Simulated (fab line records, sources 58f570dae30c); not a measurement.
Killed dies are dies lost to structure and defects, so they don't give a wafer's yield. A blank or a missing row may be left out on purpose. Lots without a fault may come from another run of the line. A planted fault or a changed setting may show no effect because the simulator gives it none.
Chamber matching | flow berkeley_cmos170 | UCB170_M2_ETCH_17 on rie_diel-03: 4 sister chambers
The step etches BARC in N2/H2. 16 wafers are shown with their chamber, then 8 later ones without.

WAFERS WITH THEIR CHAMBER
wafer  | chamber | drypump_motor_current_A (A) | throttle_valve_pct (%) | oes_product_au (a.u.)
L089.1 | 2       | 5.3                         | 13.54                  | 0.978
L089.2 | 3       | 6.4                         | 13.28                  | 0.992
L089.3 | 1       | 5.2                         | 13.31                  | 1.002
L089.4 | 1       | 5.2                         | 13.31                  | 0.998
L089.5 | 3       | 6.4                         | 13.27                  | 0.991
L089.6 | 2       | 5.3                         | 13.56                  | 0.980
L094.1 | 1       | 5.2                         | 13.30                  | 1.009
L094.2 | 3       | 6.5                         | 13.28                  | 0.995
L094.3 | 2       | 5.3                         | 13.55                  | 0.976
L094.4 | 0       | 6.0                         | 13.27                  | 1.026
L094.5 | 3       | 6.5                         | 13.27                  | 0.988
L094.6 | 2       | 5.4                         | 13.56                  | 0.979
L096.1 | 1       | 5.2                         | 13.31                  | 0.992
L096.2 | 2       | 5.3                         | 13.54                  | 0.986
L096.3 | 0       | 6.0                         | 13.26                  | 1.026
L096.4 | 3       | 6.5                         | 13.27                  | 0.999

SIGNATURES (means of the wafers above)
reading                 | chamber 0 | chamber 1 | chamber 2 | chamber 3 | scatter within a chamber
drypump_motor_current_A | 6.000     | 5.200     | 5.320     | 6.460     | 0.0408
throttle_valve_pct      | 13.2650   | 13.3075   | 13.5500   | 13.2740   | 0.00733
oes_product_au          | 1.02600   | 1.00025   | 0.97980   | 0.99300   | 0.00483
Rule: a wafer's distance from a chamber is the root of the sum, over the readings, of the square of ((its reading less the chamber's mean) divided by the reading's scatter). The wafer belongs to the nearest chamber; if the next one is less than 2 further off, it can't be placed. The scatter: the root of (the sum of the squares of (reading less its chamber's mean) over the shown wafers, divided by (wafers less chambers)).

WAFERS WITHOUT THEIR CHAMBER
wafer  | drypump_motor_current_A (A) | throttle_valve_pct (%) | oes_product_au (a.u.)
L096.5 | 6.5                         | 13.27                  | 0.996
L096.6 | 6.0                         | 13.27                  | 1.030
L095.1 | 5.2                         | 13.31                  | 0.996
L095.2 | 5.3                         | 13.55                  | 0.981
L095.3 | 6.0                         | 13.28                  | 1.027
L095.4 | 6.5                         | 13.27                  | 0.984
L095.5 | 6.0                         | 13.28                  | 1.028
L095.6 | 5.2                         | 13.30                  | 1.006

WHICH CHAMBER EACH WENT THROUGH
wafer  | from the rows above | in truth
L096.5 | 3                   | 3
L096.6 | 0                   | 0
L095.1 | 1                   | 1
L095.2 | 2                   | 2
L095.3 | 0                   | 0
L095.4 | 3                   | 3
L095.5 | 0                   | 0
L095.6 | 1                   | 1
Placed correctly: 8 of 8. Can't be placed from these rows: 0. Placed wrongly: 0.
